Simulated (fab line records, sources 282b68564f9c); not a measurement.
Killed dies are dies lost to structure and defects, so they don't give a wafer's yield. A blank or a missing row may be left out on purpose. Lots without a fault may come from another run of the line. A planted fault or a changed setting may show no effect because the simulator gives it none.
Problem report in the 8D (eight disciplines) form, filled by code | flow rit_cmos | the parts of the form that need people (team, actions taken, sign-off) are left out

1. THE PROBLEM
REOX_OXIDE_THK at RIT_REOX_THK_MEAS_04 reads a mean of 19.8 nm on 9 wafers of 3 lots; wafers without a fault read 25.4 nm with a standard deviation of 0.52. That is -11 standard deviations from the usual mean.
First seen on wafer L495.3, day 6 21:29, on film_metro-04. The record holds 45 wafers of 15 lots with a number at this step. Rule for "out", or "out of limits": more than 4 standard deviations from the usual mean. The other wafers with a number count as sound.

2. WHAT IT IS AND WHAT IT IS NOT
question                    | is                           | is not
which readings at this step | REOX_OXIDE_THK               | -
which lots                  | L495, L497, L498             | L478, L479, L480, L483, L485, L487, L488, L489, L490, L491, L492, L499
which wafers of those lots  | all that have a number       | -
read on which gauges        | film_metro-02, film_metro-04 | film_metro-01
when                        | from day 6 21:29             | up to then (33 sound wafers); but 3 sound wafers of L499 came after

3. SUSPECTS, AND WHAT RULES EACH OUT
Counting: a tool at a process step up to the reading stays a suspect if it ran every lot that is out and no sound lot after the first of them.
- the gauge at RIT_REOX_THK_MEAS_04: ruled out. The wafers that are out were read on 2 gauges (film_metro-02, film_metro-04).
- furnace-01 at RIT_REOX_OXIDATION_03 (target thk 25.2 nm, ox time 5580 s): kept. It ran every lot that is out, first L495 (day 6 18:55), and no sound lot after that; its last sound lot up to then is L491 (day 6 00:44). Its own readings are out on those wafers: spike_tc_centre_C, spike_tc_load_C, spike_tc_source_C, tube_center_temp_C, tube_center_temp_C_max.
Left after counting: furnace-01 at RIT_REOX_OXIDATION_03.

4. THE CAUSE (what the simulator had put in)
Process parameter drift: furnace-01, from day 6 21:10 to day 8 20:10, at RIT_REOX_OXIDATION_03. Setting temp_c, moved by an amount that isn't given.
Counting left only this tool.

5. THE CHAIN OF EFFECTS, in route order
Each row: a reading whose mean over the struck wafers that have a number lies more than 3 standard deviations from the usual. Only readings for which the record gives a usual standard deviation are gone through. hours: the time from each lot's start at the first step in this table that gives one to its start at this step, as a median over the lots. sigmas: the change in usual standard deviations.
hours | step                  | reading                | usual   | on struck wafers | change | sigmas
0     | RIT_REOX_OXIDATION_03 | spike_tc_centre_C      | 902.0 C | 875.6            | -26.4  | -18
0     | RIT_REOX_OXIDATION_03 | spike_tc_load_C        | 927.2 C | 902.0            | -25.2  | -23
0     | RIT_REOX_OXIDATION_03 | spike_tc_source_C      | 923.3 C | 898.6            | -24.7  | -18
0     | RIT_REOX_OXIDATION_03 | tube_center_temp_C     | 900 C   | 875              | -25    | -99 or more
0     | RIT_REOX_OXIDATION_03 | tube_center_temp_C_max | 902.3   | 877.2            | -25.1  | -56
3     | RIT_REOX_THK_MEAS_04  | REOX_OXIDE_THK         | 25.4 nm | 19.8             | -5.6   | -11
The process steps in it:
- RIT_REOX_OXIDATION_03: target thk 25.2 nm, ox time 5580 s.

6. WHAT WOULD HAVE CAUGHT IT SOONER
In this record the first reading out of limits at a measuring or inspecting step was taken at day 6 21:29, 0 hours after the fault began at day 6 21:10.
The tool's own readings at RIT_REOX_OXIDATION_03 were out on every struck wafer that the step has a row for (spike_tc_centre_C, spike_tc_load_C, spike_tc_source_C, tube_center_temp_C, tube_center_temp_C_max): an alarm limit on them would have fired on the first of those.
Of the lots that are out (3), L497, L498 began RIT_REOX_OXIDATION_03 on furnace-01 after day 6 21:29. A hold on the tool at that time would have spared those 2.
